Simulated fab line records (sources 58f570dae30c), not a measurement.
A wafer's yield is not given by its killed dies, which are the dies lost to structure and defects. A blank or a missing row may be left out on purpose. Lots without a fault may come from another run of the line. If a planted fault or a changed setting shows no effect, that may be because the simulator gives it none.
Which of the tools did it? -- flow berkeley-cmos170 -- 7 lots with 21 wafers sampled at 2 steps, on a route of 331 steps

== WHAT EACH GAUGE READ, for each wafer ==
UCB170_NVT_TW_MEAS_09.
lot,measured,on,NVT_TW
L896,day 7 00:00,film-metro-04,527 527 528
L897,day 7 09:59,film-metro-04,526 526 527
L902,day 8 13:44,film-metro-02,516 518 516
L906,day 9 08:10,film-metro-02,577 580 577
L912,day 10 19:22,film-metro-04,533 529 529
L913,day 11 01:47,film-metro-04,526 529 524
L915,day 11 14:43,film-metro-02,520 519 517

== WHICH TOOL RAN EACH LOT (tool, then ch and the chambers of the sampled wafers, then the start) ==
lot,UCB170_NVT_IMPLANT_07
L896,"implanter-03 ch 0, day 6 23:45"
L897,"implanter-01 ch 0, day 7 09:44"
L902,"implanter-02 ch 0, day 8 13:31"
L906,"implanter-02 ch 0, day 9 07:55"
L912,"implanter-01 ch 0, day 10 19:07"
L913,"implanter-01 ch 0, day 11 01:32"
L915,"implanter-03 ch 0, day 11 14:29"
- UCB170_NVT_IMPLANT_07

== THE ANSWER, worked out from the rows above alone ==
Rule: the lots themselves supply what counts as usual. Put in order of their means at a reading, lots are off if they are a third of the lots or fewer, leave a main group of 4 or more, and stand apart from it by a gap of 3 or more times the standard deviation of the main group's means; of several such gaps the widest counts. A main group whose means are all the same, to the digits that the tables above print for the reading, isn't used. A lot without any number at a reading at which 4 lots or more have one is off too. The other lots that the step has rows for count as sound.
Off: at UCB170_NVT_TW_MEAS_09 (NVT_TW), L906. The main group: mean 524, standard deviation 4.9.
A tool fits if, at a process step before that reading, it ran every lot that is off, and no sound lot after the first of them. Those tools and the gauges at UCB170_NVT_TW_MEAS_09 are tried in the same way. One fits: implanter-02 at UCB170_NVT_IMPLANT_07. A fault onset in the window from L902 (day 8 13:31, its last sound lot) to L906 (day 9 07:55, its first lot off) fits.

== WHAT WAS PUT IN BY THE SIMULATOR ==
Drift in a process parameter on implanter-02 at UCB170_NVT_IMPLANT_07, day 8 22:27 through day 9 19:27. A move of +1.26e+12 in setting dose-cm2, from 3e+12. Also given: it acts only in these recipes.
Shown lots that were struck: L906. The same result came from the rule above.
